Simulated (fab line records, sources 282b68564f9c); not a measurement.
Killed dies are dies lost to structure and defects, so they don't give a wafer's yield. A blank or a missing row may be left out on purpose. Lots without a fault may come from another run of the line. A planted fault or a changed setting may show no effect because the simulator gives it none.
A struck lot beside a sound one | flow rit_cmos | 18 steps out of a route of 202
Sound: wafers L922.1, L922.4, L922.6. Struck: wafers L933.2, L933.3, L933.6. The cause comes at the end.
At each step with rows: each side's tool, then ch and its chambers, then its first start. Under that, the readings that differ: sound wafers | struck wafers | difference of the means | sigmas: that difference in standard deviations of wafers without a fault.
alike: readings whose means differ by less than 2 such deviations, and words and numbers that are the same on both sides. not compared: withheld readings, readings that some wafer has no value for, bounds like >300 that may hide the same value, and numbers for which the record gives no deviation and whose values overlap.
The two part at a step that has a row with sigmas, a row that says differs or no value, or rows on one side only. Numbers that don't overlap but have no deviation are shown without sigmas and don't part them. A reading that every wafer of one side lacks parts them only if that side has two wafers or more.

first, 4 steps without rows for these wafers: RIT_NSD_SOFTBAKE_02 (time 60 s); RIT_NSD_EXPOSE_03 (exposes mask M9, target cd 40700 nm); RIT_NSD_PEB_04; RIT_NSD_DEVELOP_05 (develop time 50 s).
RIT_NSD_OVL_MEAS_06:
  sound on overlay-02, day 3 01:52; struck on overlay-01, day 5 06:40
  alike: NSD_OVL
then, 2 steps without rows for these wafers: RIT_NSD_HARDBAKE_07 (time 60 s); RIT_NSD_IMPLANT_08.
RIT_NSD_STRIP_09: strips in O2, time 180 s.
  sound on plasma_asher-01 ch 0,1, day 3 02:13; struck on plasma_asher-02 ch 0,1, day 5 06:59
  alike: drypump_motor_current_A
  not compared: rf_hours_counter_h
RIT_NSD_TW_MEAS_10:
  sound on film_metro-03, day 3 02:23; struck on film_metro-02, day 5 07:11
  alike: NSD_TW
then, 3 steps without rows for these wafers: RIT_PSD_HMDS_00 (prime time 60 s); RIT_PSD_COAT_01 (resist thk 1000 nm); RIT_PSD_SOFTBAKE_02 (time 60 s).
RIT_PSD_EXPOSE_03: exposes mask M10, target cd 40900 nm.
  sound on iline_stepper-01 ch 0, day 3 03:00; struck on iline_stepper-01 ch 0, day 5 07:49
  reading                     | sound             | struck            | difference | sigmas
  model.PSD.overlay_x_nm (nm) | 1.574 1.574 1.574 | 132.5 132.5 132.5 | +130.9     |
  alike: mask, exposure_dose_mJ_cm2
then, 2 steps without rows for these wafers: RIT_PSD_PEB_04; RIT_PSD_DEVELOP_05 (develop time 50 s).
RIT_PSD_OVL_MEAS_06:
  sound on overlay-02, day 3 03:36; struck on overlay-01, day 5 08:20
  reading      | sound       | struck            | difference | sigmas
  PSD_OVL (nm) | 2.2 1.2 0.0 | 130.6 131.0 132.0 | +130.1     | +93
then, 1 step without rows for these wafers: RIT_PSD_HARDBAKE_07 (time 60 s).
RIT_M1_PROBE_99:
  sound on prober-02, day 3 12:20; struck on prober-02, day 5 17:53
  reading                                                 | sound                | struck               | difference | sigmas
  model.etest.select_edge_diode_p.leak_log10_a (angstrom) | -10.23 -10.33 -10.44 | -9.803 -9.789 -9.688 | +0.573     |
  alike: killed_at_M0_to_M3, killed_at_front_end, killed_dies, killed_open, killed_short

WHERE THEY PART
Only at RIT_PSD_OVL_MEAS_06, within this record. Later steps at which nothing parts them and some readings are alike: RIT_M1_PROBE_99.

WHY: what the simulator had put in
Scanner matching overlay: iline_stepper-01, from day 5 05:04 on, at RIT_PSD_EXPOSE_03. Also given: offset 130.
